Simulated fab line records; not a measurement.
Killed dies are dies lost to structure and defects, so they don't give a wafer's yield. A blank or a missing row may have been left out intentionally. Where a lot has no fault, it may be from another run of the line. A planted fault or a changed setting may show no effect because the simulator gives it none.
Which tool was responsible? -- flow ritCmos -- 13 lots, 39 wafers sampled, at 1 step of a route of 202

WHAT EACH GAUGE READ, for each wafer
RIT_NSD_OVL_MEAS_06.
lot,measured,on,NSD_OVL (nm)
L625,day 3 04:15,overlay-01,1.0 1.1 0.9
L627,day 3 15:11,overlay-02,-3.0 -1.2 -0.7
L629,day 3 22:05,overlay-02,-0.5 0.7 0.7
L631,day 4 06:33,overlay-01,1.8 -0.3 0.1
L632,day 4 11:17,overlay-01,-1.1 0.1 -0.8
L633,day 4 19:45,overlay-01,-0.4 0.3 -1.9
L634,day 4 22:09,overlay-01,1.0 1.4 1.5
L635,day 5 05:13,overlay-01,1.0 2.2 0.3
L638,day 5 17:01,overlay-01,1.6 -0.5 0.0
L639,day 6 05:47,overlay-02,-0.3 -1.0 -0.6
L640,day 6 12:33,overlay-02,-0.1 0.9 0.4
L645,day 7 12:22,overlay-02,0.9 1.6 2.3
L646,day 7 16:25,overlay-02,-0.4 0.2 0.2

WHAT TOOL EACH LOT RAN ON (gives the tool, then ch and the chambers of the sampled wafers, and finally the start)
The record holds no process step before these readings.

AS READ BY THE TOOLS THEMSELVES (means over the sampled wafers that have a number; for cases with no such wafer, the mark the record gives instead)
The record holds no such reading with a usual standard deviation.

THE ANSWER, worked out from the rows above alone
Rule: the usual values come from the lots themselves. Put in order of their means at a reading, lots are off if they are a third of the lots or fewer, leave a main group of 4 or more, and stand apart from it by a gap of 3 or more times the standard deviation of the main group's means; of several such gaps the widest counts. If all means in a main group match to the digits the tables above print for the reading, that group is not used. Also off: a lot with no number at a reading for which 4 or more lots have one. Where the step has rows for the other lots, those lots are counted as sound. First the gauges in route order, then the tools' own readings, where a lot's mean is used as printed above. The first step at which some lot is off is used, and at that step the reading that is off furthest; a lot without a number counts as furthest.
No lot is off on any of the readings shown, so nothing can be concluded from this.

WHAT THE SIMULATOR HAD PUT IN
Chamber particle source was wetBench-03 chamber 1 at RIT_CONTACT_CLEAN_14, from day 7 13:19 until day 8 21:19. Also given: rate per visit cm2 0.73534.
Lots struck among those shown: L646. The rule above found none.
